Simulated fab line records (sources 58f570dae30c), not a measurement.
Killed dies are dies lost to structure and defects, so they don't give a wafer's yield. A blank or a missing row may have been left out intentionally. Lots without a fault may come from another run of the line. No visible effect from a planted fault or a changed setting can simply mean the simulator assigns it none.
fab line records | flow berkeley-cmos170
[record] lots = 6 | wafers = 18 | last-day = 11
route steps=331 shown V1@260 M2@271
lots untouched by any fault: they come from a run of this same line in which no faults occurred
start-h: the number of hours between the record's first day and the start of the first shown wafer of the lot | wait-h: how many hours have passed since the lot's step before this one | " repeats the value in the row above | L1.1+2: a row that stands for several wafers | - no value, or no start given | * or withheld: withheld | < > ~ a bound
route shown NAME@n: NAME is a module with steps in the file, n the number in the route of the first one | usual: the fault-free wafers' mean and standard deviation | same: alike in all rows | chamber/n: place in a boat | sites: per-site readings | _std_site: the standard deviation of these | _edge_site: the outer-site mean with the inner-site mean subtracted | radius-mm: for every site, how far away it sits from the centre of the wafer | mask NAME#n: copy n | behind: the tool/chamber that last shaped the wafer | hold: the reason the lot was held/the length of the hold in hours/how it ended | device: whichever transistor did not switch (one of n, p or np) | end of line: at the end of the route, the tests of the same wafers | a step with no rows: only its recipe | killed: not the wafer's yield, but the dies lost to structure and defects at the first sort | map: a wafer's dies, marking killed ones x, the rest . and places with no die _
set.NAME: the run value of the setting; set.NAME@STEP: its run value at that earlier step | model.NAME: the simulator's own value behind a step, which no gauge read
certain route steps with their lots: each step a table, each wafer a row
services: when a tool's chamber went out of use (start-h, in hours from the record's first day, below 0 if earlier), for how many hours, and the reason
[[steps]]
[step UCB170_V1_HMDS_06]
[recipe] prime-time-s = 60 | prime-temp-c = 100
[step UCB170_V1_COAT_07]
[recipe] resist = KrF | spin-rpm = 1500 | resist-thk-nm = 900
[step UCB170_V1_SOFTBAKE_08]
[recipe] resist = KrF | temp-c = 130 | time-s = 60
[step UCB170_V1_EXPOSE_09]
[recipe] mask-id = VIA1 | target-cd-nm = 700 | na = 0.5 | sigma-outer = 0.6 | source-shape = conventional | dose-mj = 37
[step UCB170_V1_PEB_10]
[recipe] peb-temp-c = 130 | peb-time-s = withheld | resist = KrF
[step UCB170_V1_DEVELOP_11]
[recipe] developer = TMAH | develop-time-s = 45 | resist = KrF | dev-temp-c = 21
[step UCB170_V1_CD_MEAS_12]
[recipe] target-cd-nm = 700
[usual] cd-nm = 699.9/1.4
lot.wafer | tool      | chamber | start-h | wait-h | cd-nm
L451.2    | cd-sem-02 | -       | 172.38  | -      | 700.2
L451.4    | "         | -       | "       | "      | 700.2
L451.6    | "         | -       | "       | "      | 700.3
L450.1    | cd-sem-02 | -       | 172.81  | -      | 699.7
L450.3    | "         | -       | "       | "      | 701.5
L450.5    | "         | -       | "       | "      | 699.5
L452.2    | cd-sem-01 | -       | 189.18  | -      | 701.2
L452.3    | "         | -       | "       | "      | 703.1
L452.5    | "         | -       | "       | "      | 703.3
L462.1    | cd-sem-01 | -       | 218.43  | -      | 697.6
L462.2    | "         | -       | "       | "      | 697.8
L462.4    | "         | -       | "       | "      | 697.8
L463.1    | cd-sem-01 | -       | 235.53  | -      | 699.9
L463.2    | "         | -       | "       | "      | 700.3
L463.3    | "         | -       | "       | "      | 699.6
L469.1    | cd-sem-01 | -       | 261.13  | -      | 701.2
L469.2    | "         | -       | "       | "      | 699.6
L469.4    | "         | -       | "       | "      | 699.9
[step UCB170_V1_OVL_MEAS_13]
[usual] V1_OVL = 3/4.9
lot.wafer | tool       | chamber | start-h | wait-h | V1_OVL[nm]
L451.2    | overlay-02 | -       | 172.49  | 0.1    | 9
L451.4    | "          | -       | "       | "      | 7
L451.6    | "          | -       | "       | "      | 8
L450.1    | overlay-02 | -       | 172.93  | 0.1    | 0
L450.3    | "          | -       | "       | "      | 11
L450.5    | "          | -       | "       | "      | 5
L452.2    | overlay-01 | -       | 189.29  | 0.1    | 1
L452.3    | "          | -       | "       | "      | 0
L452.5    | "          | -       | "       | "      | 1
L462.1    | overlay-02 | -       | 218.55  | 0.1    | 12
L462.2    | "          | -       | "       | "      | 12
L462.4    | "          | -       | "       | "      | 2
L463.1    | overlay-01 | -       | 235.65  | 0.1    | 0
L463.2    | "          | -       | "       | "      | 9
L463.3    | "          | -       | "       | "      | 6
L469.1    | overlay-01 | -       | 261.25  | 0.1    | 4
L469.2    | "          | -       | "       | "      | -2
L469.4    | "          | -       | "       | "      | -4
[step UCB170_V1_ETCH_14]
[recipe] chemistry = CHF3/CF4/Ar | target = SiO2 | stop-on = Al | CHF3_flow_sccm = 45 | cf4-flow-sccm = 15 | Ar_flow_sccm = 150 | pressure-mtorr = 200 | rf-w = 700 | target-depth-a = 12500 | over-etch-frac = 0.25 | time-s = 301.6
[usual] drypump-motor-current-A = 6.1/0.42 | mfc-ar-sccm = 150.0/0.45 | oes-product-au = 0.880/0.012 | throttle-valve-pct = 7.00/0.13
lot.wafer | tool        | chamber | start-h | wait-h | drypump-motor-current-A | mfc-ar-sccm | oes-product-au | rf-hours-counter-h | throttle-valve-pct
L451.2    | rie-diel-03 | 0       | 172.52  | 0.0    | 6.3                     | 149.8       | 0.896          | 150                | 7.07
L451.4    | "           | 1       | "       | "      | 5.2                     | 149.9       | 0.883          | 17                 | 7.19
L451.6    | "           | 0       | "       | "      | 6.3                     | 149.9       | 0.901          | -                  | 7.07
L450.1    | rie-diel-02 | 1       | 172.97  | 0.0    | 6.4                     | 150.3       | 0.903          | 56                 | 6.90
L450.3    | "           | 2       | "       | "      | 6.1                     | 149.7       | 0.878          | 43                 | 7.22
L450.5    | "           | 0       | "       | "      | 5.8                     | 149.2       | 0.866          | -                  | 7.09
L452.2    | rie-diel-02 | 1       | 189.32  | 0.0    | 6.4                     | 150.1       | 0.893          | 56                 | 6.90
L452.3    | "           | 0       | "       | "      | 5.8                     | 150.2       | 0.870          | 129                | 7.08
L452.5    | "           | 2       | "       | "      | 6.1                     | 149.5       | 0.883          | -                  | 7.21
L462.1    | rie-diel-03 | 1       | 218.58  | 0.0    | 5.2                     | 151.0       | 0.886          | 19                 | 7.19
L462.2    | "           | 3       | "       | "      | 6.1                     | 149.6       | 0.876          | 115                | 6.72
L462.4    | "           | 2       | "       | "      | 6.6                     | 150.0       | 0.869          | 68                 | 7.10
L463.1    | rie-diel-03 | 2       | 235.68  | 0.0    | 6.6                     | 149.5       | 0.877          | 69                 | 7.14
L463.2    | "           | 1       | "       | "      | 5.2                     | 150.3       | 0.876          | 20                 | 7.19
L463.3    | "           | 0       | "       | "      | 6.2                     | 149.5       | 0.862          | 1                  | 7.06
L469.1    | rie-diel-01 | 1       | 261.28  | 0.0    | 5.3                     | 150.3       | 0.863          | 38                 | 6.94
L469.2    | "           | 0       | "       | "      | 6.0                     | 150.3       | 0.873          | 14                 | 6.85
L469.4    | "           | 2       | "       | "      | 5.8                     | 149.8       | 0.891          | 24                 | 7.06
[step UCB170_V1_STRIP_15]
[recipe] chemistry = O2 | power-w = 400 | pressure-mtorr = 3500 | platen-temp-c = withheld | o2-flow-sccm = 400 | overash-fraction = 0.5
[usual] drypump-motor-current-A = 5.6/0.58 | oes-product-au = 0.722/0.0044 | strip-time-to-endpoint-s = 15.10/0.1
lot.wafer | tool            | chamber | start-h | wait-h | drypump-motor-current-A | oes-product-au | rf-hours-counter-h | strip-time-to-endpoint-s
L451.2    | plasma-asher-01 | 1       | 172.69  | 0.1    | 6.1                     | 0.716          | 46                 | 14.99
L451.4    | "               | 0       | "       | "      | 5.7                     | 0.720          | -                  | 15.18
L451.6    | "               | 1       | "       | "      | 6.1                     | 0.721          | -                  | 15.13
L450.1    | plasma-asher-02 | 0       | 173.14  | 0.1    | 5.8                     | 0.726          | 7                  | 15.06
L450.3    | "               | 1       | "       | "      | 6.3                     | 0.724          | -                  | 14.85
L450.5    | "               | 1       | "       | "      | 6.2                     | 0.721          | -                  | 14.88
L452.2    | plasma-asher-01 | 0       | 189.50  | 0.1    | 5.7                     | 0.727          | 48                 | 15.22
L452.3    | "               | 1       | "       | "      | 6.1                     | 0.725          | -                  | 15.10
L452.5    | "               | 1       | "       | "      | 6.2                     | 0.722          | -                  | 15.07
L462.1    | plasma-asher-04 | 0       | 218.76  | 0.1    | 4.6                     | 0.725          | 53                 | 15.24
L462.2    | "               | 1       | "       | "      | 5.3                     | 0.730          | 53                 | 15.17
L462.4    | "               | 0       | "       | "      | 4.6                     | 0.718          | -                  | 14.94
L463.1    | plasma-asher-01 | 1       | 235.86  | 0.1    | 6.1                     | 0.719          | 52                 | 15.02
L463.2    | "               | 0       | "       | "      | 5.7                     | 0.721          | 52                 | 15.11
L463.3    | "               | 0       | "       | "      | 5.7                     | 0.716          | -                  | 15.13
L469.1    | plasma-asher-01 | 0       | 261.46  | 0.1    | 5.7                     | 0.722          | 55                 | 15.16
L469.2    | "               | 1       | "       | "      | 6.1                     | 0.727          | 55                 | 15.15
L469.4    | "               | 1       | "       | "      | 6.1                     | 0.721          | -                  | 15.12
[step UCB170_V1_CD_MEAS_90]
[recipe] target-cd-nm = 700
[usual] cd-nm = 700.2/1.5
lot.wafer | tool      | chamber | start-h | wait-h | cd-nm
L451.2    | cd-sem-01 | -       | 172.81  | 0.1    | 700.3
L451.4    | "         | -       | "       | "      | 699.9
L451.6    | "         | -       | "       | "      | 699.2
L450.1    | cd-sem-02 | -       | 173.24  | 0.1    | 700.2
L450.3    | "         | -       | "       | "      | 701.4
L450.5    | "         | -       | "       | "      | 699.9
L452.2    | cd-sem-01 | -       | 189.62  | 0.1    | 701.7
L452.3    | "         | -       | "       | "      | 703.9
L452.5    | "         | -       | "       | "      | 703.6
L462.1    | cd-sem-02 | -       | 218.86  | 0.1    | 697.1
L462.2    | "         | -       | "       | "      | 698.6
L462.4    | "         | -       | "       | "      | 697.6
L463.1    | cd-sem-01 | -       | 235.96  | 0.1    | 699.3
L463.2    | "         | -       | "       | "      | 699.5
L463.3    | "         | -       | "       | "      | 699.1
L469.1    | cd-sem-02 | -       | 261.56  | 0.1    | 700.7
L469.2    | "         | -       | "       | "      | 700.1
L469.4    | "         | -       | "       | "      | 699.8
[step UCB170_M2_PRE_CLEAN_00]
[recipe] gas = Ar | preclean-etch-time-s = 60
[step UCB170_M2_SPUTTER_01]
[recipe] material = Al | target-thk-nm = 900 | time-s = 120 | power-w = 6000 | chamber-pressure-pa = 0.5
[usual] throttle-valve-pct = 30.2/0.57
lot.wafer | tool           | chamber | start-h | wait-h | throttle-valve-pct
L451.2    | pvd-sputter-03 | -       | 172.98  | 0.0    | 30.0
L451.4    | "              | -       | "       | "      | 29.4
L451.6    | "              | -       | "       | "      | 29.3
L450.1    | pvd-sputter-02 | -       | 173.43  | 0.0    | 31.0
L450.3    | "              | -       | "       | "      | 30.1
L450.5    | "              | -       | "       | "      | 30.9
L452.2    | pvd-sputter-02 | -       | 189.78  | 0.0    | 30.2
L452.3    | "              | -       | "       | "      | 30.5
L452.5    | "              | -       | "       | "      | 31.3
L462.1    | pvd-sputter-02 | -       | 219.05  | 0.0    | 30.8
L462.2    | "              | -       | "       | "      | 30.0
L462.4    | "              | -       | "       | "      | 30.9
L463.1    | pvd-sputter-01 | -       | 236.15  | 0.0    | 30.0
L463.2    | "              | -       | "       | "      | 30.2
L463.3    | "              | -       | "       | "      | 31.0
L463.1    | pvd-sputter-01 | -       | 236.40  | 0.2    | 29.8
L463.2    | "              | -       | "       | "      | 29.9
L463.3    | "              | -       | "       | "      | 30.8
L469.1    | pvd-sputter-01 | -       | 261.75  | 0.0    | 29.7
L469.2    | "              | -       | "       | "      | 29.6
L469.4    | "              | -       | "       | "      | 29.9
L469.1    | pvd-sputter-01 | -       | 262.00  | 0.2    | 29.9
L469.2    | "              | -       | "       | "      | 29.8
L469.4    | "              | -       | "       | "      | 29.9
[step UCB170_M2_RS_MEAS_02]
[recipe] thk-meas-gauge = four-point-probe | reads = Al_of_M2_SPUTTER_01
[usual] M2_AL_RS = 0.0323/0.00033
lot.wafer | tool          | chamber | start-h | wait-h | M2_AL_RS[ohm/sq]
L451.2    | film-metro-01 | -       | 173.09  | 0.1    | 0.0321
L451.4    | "             | -       | "       | "      | 0.0322
L451.6    | "             | -       | "       | "      | 0.0317
L450.1    | film-metro-04 | -       | 173.51  | 0.0    | 0.0323
L450.3    | "             | -       | "       | "      | 0.0323
L450.5    | "             | -       | "       | "      | 0.0325
L452.2    | film-metro-04 | -       | 189.89  | 0.1    | 0.0333
L452.3    | "             | -       | "       | "      | 0.0330
L452.5    | "             | -       | "       | "      | 0.0328
L462.1    | film-metro-03 | -       | 219.13  | 0.0    | 0.0327
L462.2    | "             | -       | "       | "      | 0.0329
L462.4    | "             | -       | "       | "      | 0.0327
L463.1    | film-metro-01 | -       | 236.48  | 0.0    | 0.0160
L463.2    | "             | -       | "       | "      | 0.0159
L463.3    | "             | -       | "       | "      | 0.0160
L469.1    | film-metro-04 | -       | 262.17  | 0.1    | 0.0159
L469.2    | "             | -       | "       | "      | 0.0159
L469.4    | "             | -       | "       | "      | 0.0158
[step UCB170_M2_THK_MEAS_03]
[recipe] thk-meas-gauge = xrf | reads = Al_of_M2_SPUTTER_01
[usual] M2_AL_THK = 903/10
lot.wafer | tool          | chamber | start-h | wait-h | M2_AL_THK[nm]
L451.2    | film-metro-01 | -       | 173.20  | 0.1    | 916
L451.4    | "             | -       | "       | "      | 916
L451.6    | "             | -       | "       | "      | 925
L450.1    | film-metro-04 | -       | 173.63  | 0.1    | 909
L450.3    | "             | -       | "       | "      | 905
L450.5    | "             | -       | "       | "      | 902
L452.2    | film-metro-04 | -       | 190.00  | 0.1    | 882
L452.3    | "             | -       | "       | "      | 886
L452.5    | "             | -       | "       | "      | 887
L462.1    | film-metro-03 | -       | 219.25  | 0.1    | 886
L462.2    | "             | -       | "       | "      | 885
L462.4    | "             | -       | "       | "      | 891
L463.1    | film-metro-01 | -       | 236.60  | 0.1    | 1824
L463.2    | "             | -       | "       | "      | 1818
L463.3    | "             | -       | "       | "      | 1821
L469.1    | film-metro-04 | -       | 262.29  | 0.1    | 1816
L469.2    | "             | -       | "       | "      | 1831
L469.4    | "             | -       | "       | "      | 1845
[step UCB170_M2_HMDS_04]
[recipe] prime-time-s = 60 | prime-temp-c = 100
[step UCB170_M2_COAT_05]
[recipe] resist = KrF | spin-rpm = 1500 | resist-thk-nm = 900
[step UCB170_M2_SOFTBAKE_06]
[recipe] resist = KrF | temp-c = 130 | time-s = 60
[step UCB170_M2_STRIP_07]
[recipe] chemistry = O2 | power-w = 400 | pressure-mtorr = 3500 | platen-temp-c = withheld | o2-flow-sccm = 400 | overash-fraction = 0.5
[usual] drypump-motor-current-A = 5.95/0.23 | oes-product-au = 0.735/0.0048 | strip-time-to-endpoint-s = 21.96/0.052
lot.wafer | tool            | chamber | start-h | wait-h | drypump-motor-current-A | oes-product-au | rf-hours-counter-h | strip-time-to-endpoint-s
L451.2    | plasma-asher-03 | 1       | 173.70  | 0.1    | 5.65                    | 0.740          | 38                 | 22.01
L451.4    | "               | 0       | "       | "      | 6.07                    | 0.738          | -                  | 22.05
L451.6    | "               | 1       | "       | "      | 5.64                    | 0.730          | -                  | 21.96
L450.1    | plasma-asher-02 | 1       | 174.15  | 0.1    | 6.23                    | 0.738          | 7                  | 21.99
L450.3    | "               | 0       | "       | "      | 5.81                    | 0.741          | -                  | 22.00
L450.5    | "               | 1       | "       | "      | 6.23                    | 0.731          | -                  | 21.99
L452.2    | plasma-asher-02 | 1       | 191.32  | 0.1    | 6.26                    | 0.738          | 9                  | 22.01
L452.3    | "               | 1       | "       | "      | 6.25                    | 0.731          | -                  | 22.00
L452.5    | "               | 0       | "       | "      | 5.83                    | 0.726          | -                  | 21.93
L462.1    | plasma-asher-02 | 0       | 220.24  | 0.1    | 5.80                    | 0.732          | 13                 | 21.98
L462.2    | "               | 1       | "       | "      | 6.25                    | 0.733          | 13                 | 21.91
L462.4    | "               | 1       | "       | "      | 6.24                    | 0.741          | -                  | 21.94
L463.1    | plasma-asher-02 | 1       | 237.11  | 0.1    | 6.26                    | 0.732          | 15                 | 21.96
L463.2    | "               | 0       | "       | "      | 5.82                    | 0.737          | 15                 | 21.90
L463.3    | "               | 1       | "       | "      | 6.26                    | 0.731          | -                  | 21.92
L469.1    | plasma-asher-02 | 0       | 262.80  | 0.1    | 5.82                    | 0.738          | 18                 | 21.87
L469.2    | "               | 1       | "       | "      | 6.26                    | 0.739          | 18                 | 21.87
L469.4    | "               | 1       | "       | "      | 6.24                    | 0.730          | -                  | 21.88
[step UCB170_M2_STRIP_08]
[recipe] chemistry = DMSO | temp-c = 80 | time-s = 600 | material = KrF
[step UCB170_M2_COAT_09]
[recipe] resist = BARC | temp-c = withheld | time-s = withheld | spin-rpm = 3000 | resist-thk-nm = withheld
[step UCB170_M2_COAT_10]
[recipe] resist = KrF | spin-rpm = 1500 | resist-thk-nm = 900
[step UCB170_M2_SOFTBAKE_11]
[recipe] resist = KrF | temp-c = 130 | time-s = 60
[step UCB170_M2_EXPOSE_12]
[recipe] mask-id = METAL2 | target-cd-nm = 700 | na = 0.5 | sigma-outer = 0.6 | source-shape = conventional | dose-mj = 26
[step UCB170_M2_PEB_13]
[recipe] peb-temp-c = 130 | peb-time-s = withheld | resist = KrF
[step UCB170_M2_DEVELOP_14]
[recipe] developer = TMAH | develop-time-s = 45 | resist = KrF | dev-temp-c = 21
[step UCB170_M2_CD_MEAS_15]
[recipe] target-cd-nm = 700
[usual] cd-nm = 699.9/1.4
lot.wafer | tool      | chamber | start-h | wait-h | cd-nm
L450.1    | cd-sem-02 | -       | 176.27  | -      | 698.2
L450.3    | "         | -       | "       | "      | 699.2
L450.5    | "         | -       | "       | "      | 698.9
L451.2    | cd-sem-01 | -       | 176.48  | -      | 702.4
L451.4    | "         | -       | "       | "      | 702.4
L451.6    | "         | -       | "       | "      | 702.2
L452.2    | cd-sem-01 | -       | 192.58  | -      | 697.9
L452.3    | "         | -       | "       | "      | 699.2
L452.5    | "         | -       | "       | "      | 698.5
L462.1    | cd-sem-02 | -       | 221.75  | -      | 700.7
L462.2    | "         | -       | "       | "      | 698.8
L462.4    | "         | -       | "       | "      | 701.0
L463.1    | cd-sem-01 | -       | 239.21  | -      | 701.5
L463.2    | "         | -       | "       | "      | 701.0
L463.3    | "         | -       | "       | "      | 703.6
L469.1    | cd-sem-01 | -       | 264.75  | -      | 697.8
L469.2    | "         | -       | "       | "      | 697.4
L469.4    | "         | -       | "       | "      | 697.3
[step UCB170_M2_OVL_MEAS_16]
[usual] M2_OVL = 1/4.9
lot.wafer | tool       | chamber | start-h | wait-h | M2_OVL[nm]
L450.1    | overlay-01 | -       | 176.39  | 0.1    | 5
L450.3    | "          | -       | "       | "      | 4
L450.5    | "          | -       | "       | "      | 5
L451.2    | overlay-02 | -       | 176.59  | 0.1    | 1
L451.4    | "          | -       | "       | "      | 7
L451.6    | "          | -       | "       | "      | -1
L452.2    | overlay-02 | -       | 192.69  | 0.1    | 4
L452.3    | "          | -       | "       | "      | -2
L452.5    | "          | -       | "       | "      | -5
L462.1    | overlay-02 | -       | 221.87  | 0.1    | 12
L462.2    | "          | -       | "       | "      | 6
L462.4    | "          | -       | "       | "      | 9
L463.1    | overlay-02 | -       | 239.33  | 0.1    | -11
L463.2    | "          | -       | "       | "      | 1
L463.3    | "          | -       | "       | "      | -5
L469.1    | overlay-01 | -       | 264.87  | 0.1    | -3
L469.2    | "          | -       | "       | "      | -1
L469.4    | "          | -       | "       | "      | -3
[step UCB170_M2_ETCH_17]
[recipe] chemistry = N2/H2 | target-depth-a = withheld | overetch-a = withheld | target = BARC | time-s = withheld | source-w = 500 | bias-w = 100 | pressure-mtorr = 30 | n2-flow-sccm = 100 | h2-flow-sccm = 200
[usual] drypump-motor-current-A = 5.9/0.48 | oes-product-au = 1.006/0.019 | throttle-valve-pct = 13.35/0.19
lot.wafer | tool        | chamber | start-h | wait-h | drypump-motor-current-A | oes-product-au | throttle-valve-pct
L450.1    | rie-diel-04 | 3       | 176.42  | 0.0    | 5.4                     | 1.030          | 13.31
L450.3    | "           | 2       | "       | "      | 6.6                     | 0.987          | 13.45
L450.5    | "           | 1       | "       | "      | 5.6                     | 0.977          | 13.26
L451.2    | rie-diel-01 | 0       | 176.62  | 0.0    | 6.0                     | 0.994          | 13.16
L451.4    | "           | 0       | "       | "      | 6.0                     | 1.001          | 13.17
L451.6    | "           | 1       | "       | "      | 5.3                     | 0.973          | 13.23
L452.2    | rie-diel-04 | 2       | 192.72  | 0.0    | 6.6                     | 0.993          | 13.44
L452.3    | "           | 1       | "       | "      | 5.6                     | 0.977          | 13.26
L452.5    | "           | 0       | "       | "      | 5.5                     | 1.008          | 13.43
L462.1    | rie-diel-03 | 0       | 221.91  | 0.0    | 6.3                     | 0.991          | 13.44
L462.2    | "           | 2       | "       | "      | 6.6                     | 1.014          | 13.58
L462.4    | "           | 3       | "       | "      | 6.1                     | 1.014          | 12.89
L463.1    | rie-diel-01 | 3       | 239.37  | 0.0    | 6.5                     | 1.042          | 13.41
L463.2    | "           | 1       | "       | "      | 5.3                     | 0.977          | 13.22
L463.3    | "           | 2       | "       | "      | 5.8                     | 1.019          | 13.52
L469.1    | rie-diel-04 | 1       | 264.91  | 0.0    | 5.6                     | 0.963          | 13.25
L469.2    | "           | 2       | "       | "      | 6.6                     | 0.996          | 13.45
L469.4    | "           | 0       | "       | "      | 5.6                     | 1.010          | 13.46
[step UCB170_M2_METAL_ETCH_18]
[recipe] chemistry = Cl2/BCl3 | target = Al | stop-on = SiO2 | pressure-mtorr = 12 | target-depth-a = 11700 | over-etch-frac = 0.3 | time-s = 195 | icp-w = 600 | bias-w = 120 | Cl2_flow_sccm = 90 | bcl3-flow-sccm = 45
[usual] drypump-motor-current-A = 5.39/0.21 | mfc-cl2-sccm = 89.99/0.29 | oes-product-au = 0.858/0.014 | throttle-valve-pct = 24.37/0.083
lot.wafer | tool         | chamber | start-h | wait-h | drypump-motor-current-A | mfc-cl2-sccm | oes-product-au | rf-hours-counter-h | throttle-valve-pct | model.etch.depth-nm | model.M2.feature-depth-nm
L450.1    | rie-metal-02 | 0       | 176.46  | -      | 5.08                    | 90.44        | 0.868          | 8                  | 24.29              | 898.9               | 954.9
L450.3    | "            | 0       | "       | "      | 5.08                    | 90.48        | 0.862          | -                  | 24.31              | 896.6               | 953.1
L450.5    | "            | 1       | "       | "      | 5.48                    | 90.08        | 0.853          | -                  | 24.44              | 890.2               | 946.9
L451.2    | rie-metal-03 | 1       | 176.66  | -      | 5.49                    | 90.21        | 0.848          | 10                 | 24.49              | 902.1               | 957.6
L451.4    | "            | 1       | "       | "      | 5.47                    | 90.11        | 0.847          | -                  | 24.49              | 901.1               | 956.8
L451.6    | "            | 0       | "       | "      | 5.39                    | 89.80        | 0.862          | -                  | 24.30              | 911.6               | 969.1
L452.2    | rie-metal-04 | 1       | 192.82  | -      | 5.73                    | 90.26        | 0.861          | -                  | 24.28              | 871.4               | 928
L452.3    | "            | 1       | "       | "      | 5.72                    | 89.86        | 0.868          | -                  | 24.29              | 876                 | 932.1
L452.5    | "            | 1       | "       | "      | 5.73                    | 89.96        | 0.883          | -                  | 24.28              | 884.3               | 940.8
L462.1    | rie-metal-03 | 0       | 221.95  | -      | 5.40                    | 89.81        | 0.838          | 6                  | 24.31              | 883                 | 940.7
L462.2    | "            | 1       | "       | "      | 5.45                    | 89.59        | 0.831          | 12                 | 24.50              | 879                 | 934.8
L462.4    | "            | 0       | "       | "      | 5.42                    | 89.49        | 0.845          | -                  | 24.31              | 883.4               | 941.2
L463.1    | rie-metal-02 | 1       | 239.41  | -      | 5.50                    | 90.21        | 1.023          | 5                  | 24.37              | 1190                | 1190
L463.2    | "            | 0       | "       | "      | 5.09                    | 90.03        | 1.021          | 10                 | 24.22              | 1172                | 1172
L463.3    | "            | 0       | "       | "      | 5.08                    | 90.16        | 1.027          | -                  | 24.25              | 1173                | 1173
L469.1    | rie-metal-03 | 1       | 264.95  | -      | 5.50                    | 89.92        | 0.989          | 13                 | 24.43              | 1164                | 1164
L469.2    | "            | 0       | "       | "      | 5.41                    | 89.90        | 1.019          | 7                  | 24.22              | 1205                | 1205
L469.4    | "            | 0       | "       | "      | 5.40                    | 89.83        | 1.012          | -                  | 24.22              | 1195                | 1195
[step UCB170_M2_STRIP_19]
[recipe] chemistry = O2 | power-w = 400 | pressure-mtorr = 3500 | platen-temp-c = withheld | o2-flow-sccm = 400 | overash-fraction = 0.5
[usual] drypump-motor-current-A = 5.92/0.23 | oes-product-au = 0.540/0.01
lot.wafer | tool            | chamber | start-h | wait-h | drypump-motor-current-A | oes-product-au | rf-hours-counter-h
L450.1    | plasma-asher-03 | 0       | 176.65  | 0.1    | 6.09                    | 0.549          | 39
L450.3    | "               | 1       | "       | "      | 5.64                    | 0.541          | -
L450.5    | "               | 0       | "       | "      | 6.09                    | 0.531          | -
L451.2    | plasma-asher-01 | 1       | 176.85  | 0.1    | 6.17                    | 0.563          | 47
L451.4    | "               | 1       | "       | "      | 6.12                    | 0.546          | -
L451.6    | "               | 1       | "       | "      | 6.11                    | 0.519          | -
L452.2    | plasma-asher-01 | 1       | 193.14  | 0.2    | 6.09                    | 0.537          | 49
L452.3    | "               | 1       | "       | "      | 6.05                    | 0.548          | -
L452.5    | "               | 0       | "       | "      | 5.71                    | 0.537          | -
L462.1    | plasma-asher-02 | 0       | 222.14  | 0.1    | 5.82                    | 0.529          | 13
L462.2    | "               | 1       | "       | "      | 6.27                    | 0.548          | 13
L462.4    | "               | 1       | "       | "      | 6.26                    | 0.521          | -
L463.1    | plasma-asher-02 | 0       | 239.60  | 0.1    | 5.84                    | 0.529          | 15
L463.2    | "               | 1       | "       | "      | 6.26                    | 0.542          | 15
L463.3    | "               | 1       | "       | "      | 6.25                    | 0.545          | -
L469.1    | plasma-asher-02 | 1       | 265.14  | 0.1    | 6.26                    | 0.538          | 18
L469.2    | "               | 0       | "       | "      | 5.82                    | 0.514          | 18
L469.4    | "               | 1       | "       | "      | 6.26                    | 0.526          | -
[[services]]
tool            | chamber | start-h | hours | kind
rie-diel-03     | 2       | 149.25  | 5.5   | repair
rie-diel-03     | 0       | 152.20  | 10.0  | repair
rie-diel-01     | 2       | 155.15  | 9.8   | repair
rie-diel-01     | 3       | 172.85  | 21.7  | repair
plasma-asher-04 | -       | 174.07  | 3.2   | repair
pvd-sputter-01  | -       | 180.75  | 0.5   | repair
rie-metal-04    | 0       | 187.54  | -     | clean
rie-diel-03     | 0       | 190.45  | -     | clean
rie-diel-03     | 0       | 190.45  | 11.7  | scheduled-down
rie-diel-03     | 0       | 190.45  | 11.7  | vent-cycle
rie-metal-02    | 1       | 200.70  | 4.1   | repair
pvd-sputter-02  | -       | 202.37  | 6.6   | repair
plasma-asher-01 | -       | 203.56  | 14.3  | repair
rie-diel-03     | -       | 207.88  | 3.7   | repair
pvd-sputter-02  | 3       | 209.01  | -     | consumable-replace:kit
pvd-sputter-02  | 3       | 209.01  | 18.0  | scheduled-down
pvd-sputter-02  | 3       | 209.01  | 18.0  | vent-cycle
rie-metal-02    | -       | 227.57  | 2.8   | pm
pvd-sputter-03  | -       | 234.12  | 2.9   | repair
rie-diel-04     | 1       | 236.38  | 4.0   | repair
rie-diel-03     | 1       | 240.79  | 5.6   | repair
pvd-sputter-03  | -       | 242.17  | 2.7   | repair
rie-diel-03     | 1       | 260.20  | 5.4   | repair
rie-metal-02    | 0       | 261.92  | 5.0   | repair
[[key]]
[first-sign] step = UCB170_M2_SPUTTER_01 | reading = visit | direction = added
[effect] step = UCB170_M2_RS_MEAS_02 | reading = M2_AL_RS | direction = down | sigmas = 50 | usual = 0.0323 | struck = 0.0159
[effect] step = UCB170_M2_THK_MEAS_03 | reading = M2_AL_THK | direction = up | sigmas = 90 | usual = 903 | struck = 1826
[effect] step = UCB170_M2_METAL_ETCH_18 | reading = oes-product-au | direction = up | sigmas = 11 | usual = 0.858 | struck = 1.015
[model-effect] step = UCB170_M2_METAL_ETCH_18 | value = etch.depth-nm | without = 901.1 | struck = 1183
met-at UCB170_M2_SPUTTER_01
struck-wafers L463.1,L463.2,L463.3,L469.1,L469.2,L469.4
later-rows-left-out L463.1,L463.2,L463.3,L469.1,L469.2,L469.4
sort-left-out L463.1,L463.2,L463.3,L469.1,L469.2,L469.4
[fault] kind = repeated-step-whole | tool = pvd-sputter-01,pvd-sputter-02,pvd-sputter-03 | chamber = - | onset-h = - | steps = UCB170_M2_SPUTTER_01 | times = 1 | scope = struck-lots-only
// sort-left-out: the simulated sort isn't trusted on such a fault, so these wafers' sort isn't shown, and their yield isn't known
// later-rows-left-out: the simulator's readings of these wafers behind a module that went badly wrong aren't trusted and aren't shown, but for the sort
